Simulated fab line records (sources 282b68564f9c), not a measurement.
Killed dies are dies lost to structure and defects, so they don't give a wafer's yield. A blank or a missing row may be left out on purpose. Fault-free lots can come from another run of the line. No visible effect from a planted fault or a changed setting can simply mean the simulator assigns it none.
A sampling plan put to the test + flow rit cmos + each of the 23 faults these records tell of, on one fab line, judged from the records of the lots it struck
What counts as the plan is the set of the line's own looks, namely the steps on the route at which a gauge or an inspection reads a wafer and does not change it. A look is open to judgement when struck wafers have a number at it and the file gives its usual mean and standard deviation on fault-free wafers. Caught: the struck wafers' mean, at a look after the fault's first step, is 4 or more of those standard deviations (sigma) away from the usual mean. On the tool: the test repeated on the tool's own readings taken at the fault's steps. Caught also covers a different recipe on the struck wafers, or a record left blank for those wafers only.

THE FAULTS, as the simulator had put them in
1. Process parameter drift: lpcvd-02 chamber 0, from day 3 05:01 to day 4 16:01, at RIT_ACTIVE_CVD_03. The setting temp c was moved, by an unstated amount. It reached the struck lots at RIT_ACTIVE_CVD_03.
2. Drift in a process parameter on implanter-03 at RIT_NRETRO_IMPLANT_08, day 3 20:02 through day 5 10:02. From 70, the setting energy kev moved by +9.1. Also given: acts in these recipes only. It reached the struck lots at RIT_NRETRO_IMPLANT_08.
3. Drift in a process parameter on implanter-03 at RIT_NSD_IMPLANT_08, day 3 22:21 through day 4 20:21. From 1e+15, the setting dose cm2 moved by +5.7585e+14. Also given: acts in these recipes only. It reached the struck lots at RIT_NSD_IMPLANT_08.
4. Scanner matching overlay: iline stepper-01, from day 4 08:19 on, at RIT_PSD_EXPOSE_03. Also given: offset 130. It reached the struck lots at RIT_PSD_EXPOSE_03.
5. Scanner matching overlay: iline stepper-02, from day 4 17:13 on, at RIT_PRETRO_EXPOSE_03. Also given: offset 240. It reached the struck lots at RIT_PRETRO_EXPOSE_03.
6. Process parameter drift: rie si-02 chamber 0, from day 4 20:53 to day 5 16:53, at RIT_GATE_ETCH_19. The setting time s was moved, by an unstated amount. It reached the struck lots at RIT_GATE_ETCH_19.
7. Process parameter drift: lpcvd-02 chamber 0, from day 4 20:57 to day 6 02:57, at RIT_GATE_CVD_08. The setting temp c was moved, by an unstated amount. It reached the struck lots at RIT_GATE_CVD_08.
8. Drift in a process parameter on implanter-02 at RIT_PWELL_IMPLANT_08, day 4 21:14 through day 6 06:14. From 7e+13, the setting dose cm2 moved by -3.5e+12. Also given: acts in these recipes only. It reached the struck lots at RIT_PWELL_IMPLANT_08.
9. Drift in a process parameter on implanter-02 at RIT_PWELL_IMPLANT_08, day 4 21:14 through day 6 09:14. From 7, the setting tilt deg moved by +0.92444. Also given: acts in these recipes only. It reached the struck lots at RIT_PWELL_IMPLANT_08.
10. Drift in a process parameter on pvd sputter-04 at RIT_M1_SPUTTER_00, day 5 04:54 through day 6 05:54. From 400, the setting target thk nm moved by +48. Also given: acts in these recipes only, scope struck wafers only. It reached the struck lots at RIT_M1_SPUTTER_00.
11. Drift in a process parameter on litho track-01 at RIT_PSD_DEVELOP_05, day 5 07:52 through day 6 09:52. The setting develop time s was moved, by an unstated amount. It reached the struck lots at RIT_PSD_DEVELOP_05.
12. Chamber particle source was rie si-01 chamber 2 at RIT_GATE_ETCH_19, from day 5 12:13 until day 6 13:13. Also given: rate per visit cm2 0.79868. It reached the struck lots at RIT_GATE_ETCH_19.
13. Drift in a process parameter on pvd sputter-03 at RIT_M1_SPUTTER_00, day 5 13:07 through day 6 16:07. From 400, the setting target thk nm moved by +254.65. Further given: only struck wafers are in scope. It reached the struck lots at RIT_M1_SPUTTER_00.
14. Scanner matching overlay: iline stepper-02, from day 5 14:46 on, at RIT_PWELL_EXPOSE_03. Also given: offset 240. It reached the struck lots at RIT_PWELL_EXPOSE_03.
15. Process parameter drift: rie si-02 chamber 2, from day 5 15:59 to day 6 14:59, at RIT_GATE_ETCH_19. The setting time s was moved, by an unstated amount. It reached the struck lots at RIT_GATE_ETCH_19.
16. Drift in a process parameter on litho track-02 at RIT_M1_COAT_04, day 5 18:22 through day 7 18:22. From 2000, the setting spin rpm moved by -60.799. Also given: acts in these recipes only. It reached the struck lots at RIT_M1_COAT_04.
17. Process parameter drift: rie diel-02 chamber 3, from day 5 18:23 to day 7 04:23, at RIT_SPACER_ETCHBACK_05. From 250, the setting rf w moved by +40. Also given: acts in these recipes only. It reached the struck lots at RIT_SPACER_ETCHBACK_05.
18. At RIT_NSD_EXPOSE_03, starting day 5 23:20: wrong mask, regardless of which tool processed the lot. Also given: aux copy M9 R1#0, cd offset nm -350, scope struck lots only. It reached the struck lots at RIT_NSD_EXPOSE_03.
19. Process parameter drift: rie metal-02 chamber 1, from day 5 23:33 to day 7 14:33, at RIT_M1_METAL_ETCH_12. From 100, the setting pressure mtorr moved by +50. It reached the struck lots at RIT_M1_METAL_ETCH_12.
20. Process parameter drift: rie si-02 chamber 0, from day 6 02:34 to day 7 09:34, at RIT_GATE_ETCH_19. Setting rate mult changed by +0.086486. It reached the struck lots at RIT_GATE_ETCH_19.
21. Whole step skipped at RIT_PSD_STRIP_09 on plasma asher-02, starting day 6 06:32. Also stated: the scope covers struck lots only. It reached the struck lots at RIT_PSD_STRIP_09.
22. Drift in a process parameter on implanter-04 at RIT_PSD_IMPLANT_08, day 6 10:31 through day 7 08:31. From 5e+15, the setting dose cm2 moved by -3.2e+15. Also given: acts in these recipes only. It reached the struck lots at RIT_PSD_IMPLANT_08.
23. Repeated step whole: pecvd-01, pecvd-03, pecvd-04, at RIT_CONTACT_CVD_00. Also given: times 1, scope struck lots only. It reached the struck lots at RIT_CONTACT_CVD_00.

WHAT THE PLAN SAW
| fault | on the tool itself                         | first look that catches it                      | reading, sigma           | median hours from its first step to that look | hours from the fault's start to the first struck lot there | judged looks passed uncaught |
|-------|--------------------------------------------|-------------------------------------------------|--------------------------|-----------------------------------------------|------------------------------------------------------------|------------------------------|
| 1     | susceptor temp C +99 or beyond sigma       | RIT_ACTIVE_THK_MEAS_04                          | ACTIVE_NITRIDE_THK +68   | 1.8                                           | 6                                                          | 0                            |
| 2     | beam energy keV +99 or beyond sigma        | RIT_NRETRO_TW_MEAS_10                           | NRETRO_TW +4.4           | 0.3                                           | 1                                                          | 0                            |
| 3     | dose ions cm2 +99 or beyond sigma          | RIT_NSD_TW_MEAS_10                              | NSD_TW +9.3              | 0.3                                           | 4                                                          | 0                            |
| 4     | under 2 sigma                              | RIT_PSD_OVL_MEAS_06                             | PSD_OVL +93              | 0.4                                           | 12                                                         | 0                            |
| 5     | under 2 sigma                              | RIT_PRETRO_OVL_MEAS_06                          | PRETRO_OVL +99 or beyond | 0.5                                           | 9                                                          | 0                            |
| 6     | run length s +46 sigma                     | no look after it can be judged                  | -                        | -                                             | -                                                          | 0                            |
| 7     | susceptor temp C -85 sigma                 | RIT_GATE_THK_MEAS_09                            | GATE_POLY_THK -39        | 2.4                                           | 11                                                         | 0                            |
| 8     | dose ions cm2 -47 sigma                    | RIT_WELLDRIVE_RS_MEAS_02                        | PWELL_RS +9.9            | 5.6                                           | 15                                                         | 0                            |
| 9     | tilt deg +48 sigma                         | no look after it can be judged                  | -                        | -                                             | -                                                          | 0                            |
| 10    | under 2 sigma                              | RIT_M1_RS_MEAS_01                               | M1_AL_RS -10             | 0.3                                           | 4                                                          | 0                            |
| 11    | under 2 sigma                              | RIT_PSD_TW_MEAS_10                              | PSD_TW -99 or beyond     | 1.3                                           | 4                                                          | 0                            |
| 12    | under 2 sigma                              | none of the 2 looks that can be judged after it | -                        | -                                             | -                                                          | 2                            |
| 13    | under 2 sigma                              | RIT_M1_RS_MEAS_01                               | M1_AL_RS -39             | 0.4                                           | 15                                                         | 0                            |
| 14    | no reading that can be judged              | RIT_PWELL_OVL_MEAS_06                           | PWELL_OVL +99 or beyond  | 0.4                                           | 4                                                          | 0                            |
| 15    | run length s +96 sigma                     | no look after it can be judged                  | -                        | -                                             | -                                                          | 0                            |
| 16    | spin speed rpm -46 sigma                   | none of the 2 looks that can be judged after it | -                        | -                                             | -                                                          | 2                            |
| 17    | rf fwd power W +45 sigma                   | none of the 7 looks that can be judged after it | -                        | -                                             | -                                                          | 7                            |
| 18    | no reading that can be judged              | no look after it can be judged                  | -                        | -                                             | -                                                          | 0                            |
| 19    | chamber pressure mTorr +99 or beyond sigma | no look after it can be judged                  | -                        | -                                             | -                                                          | 0                            |
| 20    | under 2 sigma                              | no look after it can be judged                  | -                        | -                                             | -                                                          | 0                            |
| 21    | no reading that can be judged              | not the one look that can be judged after it    | -                        | -                                             | -                                                          | 1                            |
| 22    | dose ions cm2 -99 or beyond sigma          | RIT_PSD_TW_MEAS_10                              | PSD_TW -16               | 0.3                                           | 14                                                         | 0                            |
| 23    | under 2 sigma                              | RIT_CONTACT_THK_MEAS_01                         | CONTACT_TEOS_THK +63     | 0.3                                           | -                                                          | 0                            |
Dash: fault not caught, or number not given in these records.

Caught at a look: 13 of 23. Caught on the tool: 12 of 23. By one or the other: 19 of 23.
On the tool alone, faults 6, 9, 15, 16, 17, 19 were caught.
Caught at a look alone: faults 4, 5, 10, 11, 13, 14, 23.
Caught by neither: faults 12, 18, 20, 21.

THINNER SAMPLING
If the look that catches a fault measured only every second or every third lot, by lot number, the first struck lot would be measured this late in the worst case:
| fault | struck lots at that look, in order of time | every lot | every second lot | every third lot |
|-------|--------------------------------------------|-----------|------------------|-----------------|
| 1     | L590, L595                                 | 6 h       | 32 h             | may miss all 2  |
| 2     | L277, L283                                 | 1 h       | may miss all 2   | may miss all 2  |
| 3     | L405, L407                                 | 4 h       | may miss all 2   | may miss all 2  |
| 4     | L764, L765, L766, L768                     | 12 h      | 18 h             | 20 h            |
| 5     | L854, L856, L857, L858                     | 9 h       | 21 h             | 28 h            |
| 7     | L227                                       | 11 h      | may miss it      | may miss it     |
| 8     | L299, L300                                 | 15 h      | 21 h             | may miss all 2  |
| 10    | L647, L650                                 | 4 h       | 20 h             | may miss all 2  |
| 11    | L848, L851                                 | 4 h       | 16 h             | may miss all 2  |
| 13    | L376                                       | 15 h      | may miss it      | may miss it     |
| 14    | L491, L494                                 | 4 h       | 17 h             | may miss all 2  |
| 22    | L121, L122                                 | 14 h      | 19 h             | may miss all 2  |
Hours are from the fault's start to the first struck lot that is measured. 4 sigma limit: tested on the pooled struck wafers, so a lone lot may be under it. Other struck lots may not be in these records.

THE LONGEST TIMED WAY FROM STEP TO LOOK
For fault 8, RIT_PWELL_IMPLANT_08 and RIT_WELLDRIVE_RS_MEAS_02 are separated by a median of 5.6 hours. No look between them can be judged.
